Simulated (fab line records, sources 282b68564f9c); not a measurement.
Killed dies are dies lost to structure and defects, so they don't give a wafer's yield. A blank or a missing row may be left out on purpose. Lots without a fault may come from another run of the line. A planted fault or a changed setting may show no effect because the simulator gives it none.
Split-lot experiment | flow rit_cmos | 5 lots, 27 wafers read, on a route of 202 steps

THE SPLIT
At RIT_ACTIVE_CVD_03 (deposits Si3N4 from SiH2Cl2/NH3, target thk 150 nm, time 1500 s), the setting time_s was moved away from the recipe's 1500 s on 18 of the 27 wafers read, by -51.4% to +18.7%. The other wafers ran this setting at the recipe's value.

FROM THE SPLIT TO THE READING: what the file shows between them, 4 steps
- RIT_ACTIVE_THK_MEAS_04
- RIT_ACTIVE_HMDS_05: prime time 60 s
- RIT_ACTIVE_COAT_06: resist thk 1000 nm
- RIT_ACTIVE_HARDBAKE_12: time 60 s

THE READING
oes_product_au, in a.u., at RIT_ACTIVE_ETCH_13 (etches Si3N4 in SF6, stops on SiO2, time 210 s, target depth 210 nm). Fault-free wafers of this fab line usually give 0.818 a.u., standard deviation 0.014 a.u..

wafer  | tool, chamber at the split | time_s as run, s | against the recipe | oes_product_au, a.u. | against lot-mates on the recipe
L081.1 | -, -                       | 826.2            | -44.9%             | 0.643                | no lot-mate on the recipe
L081.2 | -, -                       | 826.2            | -44.9%             | 0.613                | no lot-mate on the recipe
L081.3 | -, -                       | 826.2            | -44.9%             | 0.603                | no lot-mate on the recipe
L081.4 | -, -                       | 826.2            | -44.9%             | 0.618                | no lot-mate on the recipe
L081.5 | -, -                       | 826.2            | -44.9%             | 0.606                | no lot-mate on the recipe
L081.6 | -, -                       | 826.2            | -44.9%             | 0.642                | no lot-mate on the recipe
L082.1 | lpcvd-02, 1                | 1500             | recipe             | 0.811                | -
L082.2 | lpcvd-02, 1                | 1500             | recipe             | 0.797                | -
L082.5 | lpcvd-02, 1                | 1500             | recipe             | 0.820                | -
L083.1 | -, -                       | 729.4            | -51.4%             | 0.591                | no lot-mate on the recipe
L083.2 | -, -                       | 729.4            | -51.4%             | 0.601                | no lot-mate on the recipe
L083.3 | -, -                       | 729.4            | -51.4%             | 0.573                | no lot-mate on the recipe
L083.4 | -, -                       | 729.4            | -51.4%             | 0.579                | no lot-mate on the recipe
L083.5 | -, -                       | 729.4            | -51.4%             | 0.589                | no lot-mate on the recipe
L083.6 | -, -                       | 729.4            | -51.4%             | 0.586                | no lot-mate on the recipe
L084.1 | -, -                       | 1780             | +18.7%             | 0.913                | no lot-mate on the recipe
L084.2 | -, -                       | 1780             | +18.7%             | 0.884                | no lot-mate on the recipe
L084.3 | -, -                       | 1780             | +18.7%             | 0.907                | no lot-mate on the recipe
L084.4 | -, -                       | 1780             | +18.7%             | 0.892                | no lot-mate on the recipe
L084.5 | -, -                       | 1780             | +18.7%             | 0.893                | no lot-mate on the recipe
L084.6 | -, -                       | 1780             | +18.7%             | 0.905                | no lot-mate on the recipe
L085.1 | -, -                       | 1500             | recipe             | 0.797                | -
L085.2 | -, -                       | 1500             | recipe             | 0.820                | -
L085.3 | -, -                       | 1500             | recipe             | 0.810                | -
L085.4 | -, -                       | 1500             | recipe             | 0.849                | -
L085.5 | -, -                       | 1500             | recipe             | 0.804                | -
L085.6 | -, -                       | 1500             | recipe             | 0.815                | -

THE FIT
A straight line over all 27 wafers: oes_product_au changes by +0.00441 a.u. for each +1% of time_s; r = +0.99; the points scatter about the line by 0.014 a.u..
Too few moved wafers have a lot-mate on the recipe to fit a line with each lot's own level taken away.

THE WHOLE CHAIN: every reading that the file lists as answering this split, in the file's order
step                   | what it does                                                        | reading                                                                        | change (the file's fit)                  | r (the file's)
RIT_ACTIVE_CVD_03      | deposits Si3N4 from SiH2Cl2/NH3, target thk 150 nm, time 1500 s     | Si3N4_of_ACTIVE_CVD_03.thk_nm (the simulator's own value, which no gauge read) | +1.48 nm for each +1% of the setting     | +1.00
RIT_ACTIVE_THK_MEAS_04 |                                                                     | ACTIVE_NITRIDE_THK                                                             | +1.48 for each +1% of the setting        | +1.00
RIT_ACTIVE_ETCH_13     | etches Si3N4 in SF6, stops on SiO2, time 210 s, target depth 210 nm | oes_product_au                                                                 | +0.0044 a.u. for each +1% of the setting | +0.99
RIT_ACTIVE_ETCH_13     | etches Si3N4 in SF6, stops on SiO2, time 210 s, target depth 210 nm | ACTIVE.feature_depth_nm (the simulator's own value, which no gauge read)       | +1.48 nm for each +1% of the setting     | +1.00
RIT_ACTIVE_ETCH_13     | etches Si3N4 in SF6, stops on SiO2, time 210 s, target depth 210 nm | etch.depth_nm (the simulator's own value, which no gauge read)                 | +1.47 nm for each +1% of the setting     | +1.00

THE FILE'S OWN FIT
oes_product_au changes by +0.0044 a.u. for each +1% of time_s, r = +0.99.
